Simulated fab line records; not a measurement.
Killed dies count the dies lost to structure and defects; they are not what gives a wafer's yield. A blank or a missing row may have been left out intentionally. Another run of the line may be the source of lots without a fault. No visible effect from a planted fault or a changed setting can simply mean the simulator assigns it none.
A struck lot beside a sound one    flow rit_cmos    34 steps out of a route of 202
Sound: the wafers L334.3, L334.4, L334.5. Wafers L329.2, L329.4, L329.5 were the ones struck. The cause comes at the end.
Order at every step that has rows: each side's tool, ch and its chambers, its first start. Under that, the readings that differ: sound wafers    struck wafers    difference of the means    sigmas: that difference in standard deviations of wafers without a fault.
alike: same words and numbers on both sides, and readings whose means sit less than 2 such deviations apart. not compared: any withheld reading, any reading some wafer has no value for, any bound like >300 that may hide the same value, and any number with overlapping values for which the record gives no deviation.
A row with sigmas, a row that says differs or no value, or rows on one side alone: a step with any of these is where the two part. Non-overlapping numbers with no deviation appear without sigmas and do not part them. A reading missing from all wafers of one side parts the sides only when that side holds two or more wafers.

first, 4 steps without rows for these wafers: RIT_ACTIVE_CLEAN_15 (cleans in SC1, time 600 s); RIT_ACTIVE_CLEAN_16 (cleans in dHF, time 28.62 s); RIT_ACTIVE_CLEAN_17 (cleans in SC2, time 600 s); RIT_FOX1_OXIDATION_00 (target thk 350.7 nm, ox time 1130 s).
RIT_FOX1_THK_MEAS_01:
  struck on film_metro-02, day 4 23:04; sound on film_metro-02, day 5 23:32
  alike: FOX1_OXIDE_THK
then, 2 steps without rows for these wafers: RIT_FOX1_WET_ETCH_02 (etches SiO2 in BOE, target depth 350 nm, time 390 s); RIT_FOX2_OXIDATION_00 (target thk 350.7 nm, ox time 1130 s).
RIT_FOX2_THK_MEAS_01:
  struck on film_metro-01, day 5 00:39; sound on film_metro-02, day 6 01:01
  alike: FOX2_OXIDE_THK
then, 2 steps without rows for these wafers: RIT_FOX2_CLEAN_02 (cleans in dHF, time 180 s); RIT_FOX2_WET_ETCH_03 (etches Si3N4 in H3PO4, target depth 195 nm, time 2700 s).
RIT_FOX2_THK_MEAS_90:
  struck on film_metro-01, day 5 01:31; sound on film_metro-02, day 6 01:54
  alike: FIELD_OXIDE_LEFT_1_THK
then, 1 step without rows for these wafers: RIT_NWELL_HMDS_00 (prime time 60 s).
RIT_NWELL_COAT_01: resist thk 1300 nm.
  struck on litho_track-04, day 5 01:45; sound on litho_track-04 ch 0, day 6 02:13
  no value came back on the struck wafers for chill_plate_temp_C (C), dispense_pressure_kPa (kPa), resist_line_temp_C (C); on the sound wafers chill_plate_temp_C (C) reads 23.07 23.14 23.15
then, 4 steps without rows for these wafers: RIT_NWELL_SOFTBAKE_02 (time 60 s); RIT_NWELL_EXPOSE_03 (exposes mask M2, target cd 43900 nm); RIT_NWELL_PEB_04; RIT_NWELL_DEVELOP_05 (develop time 68 s).
RIT_NWELL_OVL_MEAS_06:
  struck on overlay-01, day 5 02:28; sound on overlay-02, day 6 02:54
reading         sound         struck  difference                     sigmas
NWELL_OVL (nm)  0.0 0.1 -0.3  - - -   no value on the struck wafers  
then, 2 steps without rows for these wafers: RIT_NWELL_HARDBAKE_07 (time 120 s); RIT_NWELL_IMPLANT_08.
RIT_NWELL_STRIP_09: strips in O2, time 180 s.
  sound on plasma_asher-02 ch 0,1, day 6 03:23; struck on plasma_asher-04 ch 0,1, day 5 02:53
  alike: drypump_motor_current_A, o2_flow_sccm
  not compared: rf_hours_counter_h
RIT_NWELL_TW_MEAS_10:
  struck on film_metro-04, day 5 03:04; sound on film_metro-02, day 6 03:31
  alike: NWELL_TW
then, 6 steps without rows for these wafers: RIT_PWELL_HMDS_00 (prime time 60 s); RIT_PWELL_COAT_01 (resist thk 1300 nm); RIT_PWELL_SOFTBAKE_02 (time 60 s); RIT_PWELL_EXPOSE_03 (exposes mask M3, target cd 43700 nm); RIT_PWELL_PEB_04; RIT_PWELL_DEVELOP_05 (develop time 68 s).
RIT_PWELL_OVL_MEAS_06:
  struck on overlay-02, day 5 04:12; sound on overlay-01, day 6 04:43
  alike: PWELL_OVL
then, 2 steps without rows for these wafers: RIT_PWELL_HARDBAKE_07 (time 120 s); RIT_PWELL_IMPLANT_08.
RIT_PWELL_STRIP_09: strips in O2, time 180 s.
  sound on plasma_asher-03 ch 0,1, day 6 05:13; struck on plasma_asher-04 ch 0,1, day 5 04:38
  alike: drypump_motor_current_A, o2_flow_sccm
  not compared: rf_hours_counter_h
RIT_PWELL_TW_MEAS_10:
  struck on film_metro-01, day 5 04:49; sound on film_metro-01, day 6 05:20
reading   sound        struck          difference  sigmas
PWELL_TW  965 962 961  2202 2202 2210  +1242       +99 or more
then, 1 step without rows for these wafers: RIT_WELLDRIVE_ANNEAL_00 (time 14700 s).

## WHERE THEY PART
Last at RIT_PWELL_TW_MEAS_10 as far as this record goes, first at RIT_NWELL_COAT_01.

WHY: whatever the simulator had introduced
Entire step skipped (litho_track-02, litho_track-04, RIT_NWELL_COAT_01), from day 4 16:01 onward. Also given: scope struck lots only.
